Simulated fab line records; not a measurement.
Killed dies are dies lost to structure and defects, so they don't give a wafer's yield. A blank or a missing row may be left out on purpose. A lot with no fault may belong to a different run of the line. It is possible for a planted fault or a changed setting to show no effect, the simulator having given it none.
Split-lot trial -- flow berkeleyCmos170 -- 23 wafers read across 5 lots, on a route 331 steps long

== THE SPLIT ITSELF ==
At UCB170_M3_SPUTTER_01 (material Al, target thk 900 nm, time 120 s), the setting powerW was moved away from the recipe's 6000 W on 11 of the 23 wafers read, by -11.1% to +10.8%. For the rest of the wafers, this setting stayed at what the recipe calls for.

== FROM THE SPLIT TO THE READING: what the file shows between them, 3 steps ==
- UCB170_M3_RS_MEAS_02: measures by four-point-probe
- UCB170_M3_THK_MEAS_03: measures by xrf
- UCB170_M3_ETCH_17: etches BARC in N2/H2 (also split here: pressureMtorr)

== THE READING ==
oesProductAu, in a.u., at UCB170_M3_METAL_ETCH_18 (etches Al in Cl2/BCl3, stops on SiO2, target depth 1170 nm, time 195 s). Fault-free wafers of this fab line usually give 0.855 a.u., standard deviation 0.013 a.u.

wafer,"tool, chamber at the split","powerW as run, W",against the recipe,"oesProductAu, a.u.",against lot-mates on the recipe
L074.1,"pvdSputter-01, -",5487,-8.6%,0.827,-0.044
L074.2,"pvdSputter-01, -",6000,recipe,0.867,-
L074.3,"pvdSputter-01, -",5487,-8.6%,0.816,-0.055
L074.4,"pvdSputter-01, -",5487,-8.6%,0.827,-0.044
L074.6,"pvdSputter-01, -",6000,recipe,0.874,-
L079.1,"pvdSputter-01, -",6000,recipe,0.829,-
L079.2,"pvdSputter-01, -",6000,recipe,0.832,-
L079.3,"pvdSputter-01, -",5818,-3.0%,0.811,-0.019
L079.5,"pvdSputter-01, -",5818,-3.0%,0.816,-0.015
L079.6,"pvdSputter-01, -",5818,-3.0%,0.830,-0.001
L083.2,"pvdSputter-03, -",5336,-11.1%,0.807,-0.055
L083.3,"pvdSputter-03, -",6000,recipe,0.859,-
L083.4,"pvdSputter-03, -",5336,-11.1%,0.821,-0.041
L083.5,"pvdSputter-03, -",6000,recipe,0.870,-
L083.6,"pvdSputter-03, -",6000,recipe,0.857,-
L081.1,"pvdSputter-04, -",6000,recipe,0.839,-
L081.2,"pvdSputter-04, -",6647,+10.8%,0.890,+0.056
L081.3,"pvdSputter-04, -",6647,+10.8%,0.888,+0.054
L081.5,"pvdSputter-04, -",6647,+10.8%,0.888,+0.054
L081.6,"pvdSputter-04, -",6000,recipe,0.829,-
L085.4,"pvdSputter-03, -",6000,recipe,0.863,-
L085.5,"pvdSputter-03, -",6000,recipe,0.861,-
L085.6,"pvdSputter-03, -",6000,recipe,0.861,-

FIT RESULTS
A straight line over all 23 wafers: oesProductAu changes by +0.00358 a.u. for each +1% of powerW; r = +0.83; the points scatter about the line by 0.015 a.u.
The same after taking each lot's own level away (the mean of its wafers on the recipe; 23 wafers): +0.00495 a.u. for each +1%; r = +0.98; scatter 0.006 a.u.
Per that fit: largest powerW move, reading shift of 0.055 a.u.
From 0.8305 to 0.8705 a.u.: that is the span of the lots' own levels, equal to 3.1 times the standard deviation above.
In other words, the slope is changed by the lot-to-lot level; the two fits disagree.
Check: with one of the wafers moved furthest among these (-11.1%) left out of the fit, the line predicts -0.054 a.u. for it against its lot-mates. Against them it came out at -0.055 a.u.

== THESE WAFERS: OTHER SPLITS ==
Before the reading, these wafers also passed through other splits. Each is held against what the fit with the lots' levels taken away leaves over:
other split on the same wafers,wafers away from the commonest value,r with oesProductAu (lot level and that fit taken away)
UCB170_V1_CVD_00 timeS,8,-0.10
UCB170_V1_PEB_10 pebTempC,6,-0.37
UCB170_V2_CVD_00 timeS,9,+0.06
UCB170_V2_PEB_10 pebTempC,8,-0.15
UCB170_M3_ETCH_17 pressureMtorr,18,+0.15

== THE WHOLE CHAIN: every reading that the file lists as answering this split, in the file's order ==
step,what it does,reading,change (the file's fit),r (the file's)
UCB170_M3_SPUTTER_01,"material Al, target thk 900 nm, time 120 s","Al_of_M3_SPUTTER_01.thkNm (the simulator's own value, which no gauge read)",+9.05 nm for each +1% of the setting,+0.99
UCB170_M3_RS_MEAS_02,measures by four-point-probe,M3_AL_RS,-0.000344 for each +1% of the setting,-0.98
UCB170_M3_THK_MEAS_03,measures by xrf,M3_AL_THK,+8.74 for each +1% of the setting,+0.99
UCB170_M3_METAL_ETCH_18,"etches Al in Cl2/BCl3, stops on SiO2, target depth 1170 nm, time 195 s",oesProductAu,+0.00485 a.u. for each +1% of the setting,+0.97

== THE FILE'S OWN FIT ==
oesProductAu changes by +0.00485 a.u. for each +1% of powerW, r = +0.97.
